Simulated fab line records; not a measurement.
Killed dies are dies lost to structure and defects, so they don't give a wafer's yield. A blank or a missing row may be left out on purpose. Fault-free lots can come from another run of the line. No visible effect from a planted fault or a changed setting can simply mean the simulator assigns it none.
What tool caused it? :: flow berkeley cmos170 :: Sampling: 7 lots, 21 wafers, 2 of 331 route steps

== WHAT THE GAUGES SHOWED, per wafer ==
UCB170_NVT_TW_MEAS_09.
lot: L959
measured: day 6 09:49
on: film metro-01
NVT_TW: 530 528 527

lot: L963
measured: day 6 20:43
on: film metro-03
NVT_TW: 510 510 511

lot: L972
measured: day 8 06:14
on: film metro-02
NVT_TW: 524 525 522

lot: L970
measured: day 8 06:25
on: film metro-01
NVT_TW: 555 557 556

lot: L975
measured: day 8 23:41
on: film metro-03
NVT_TW: 505 506 506

lot: L977
measured: day 9 08:06
on: film metro-03
NVT_TW: 511 512 508

lot: L981
measured: day 10 17:58
on: film metro-01
NVT_TW: 530 530 531

== EACH LOT AND THE TOOL THAT RAN IT (in order: tool; ch and the chambers of the sampled wafers; start) ==
lot: L959
UCB170_NVT_IMPLANT_07: implanter-02 ch 0, day 6 09:35

lot: L963
UCB170_NVT_IMPLANT_07: implanter-03 ch 0, day 6 20:28

lot: L972
UCB170_NVT_IMPLANT_07: implanter-02 ch 0, day 8 06:01

lot: L970
UCB170_NVT_IMPLANT_07: implanter-04 ch 0, day 8 06:11

lot: L975
UCB170_NVT_IMPLANT_07: implanter-02 ch 0, day 8 23:26

lot: L977
UCB170_NVT_IMPLANT_07: implanter-03 ch 0, day 9 07:51

lot: L981
UCB170_NVT_IMPLANT_07: implanter-03 ch 0, day 10 17:43
- UCB170_NVT_IMPLANT_07

== THE ANSWER, worked out from the rows above alone ==
Rule: usual is defined by the lots themselves. Put in order of their means at a reading, lots are off if they are a third of the lots or fewer, leave a main group of 4 or more, and stand apart from it by a gap of 3 or more times the standard deviation of the main group's means; of several such gaps the widest counts. A main group whose means are all the same, to the digits that the tables above print for the reading, isn't used. Also off: a lot with no number at a reading for which 4 or more lots have one. Any other lot the step has rows for is counted as sound.
No lot is off at any reading shown: from this, nothing can be told.

== WHAT THE SIMULATOR HAD PUT IN ==
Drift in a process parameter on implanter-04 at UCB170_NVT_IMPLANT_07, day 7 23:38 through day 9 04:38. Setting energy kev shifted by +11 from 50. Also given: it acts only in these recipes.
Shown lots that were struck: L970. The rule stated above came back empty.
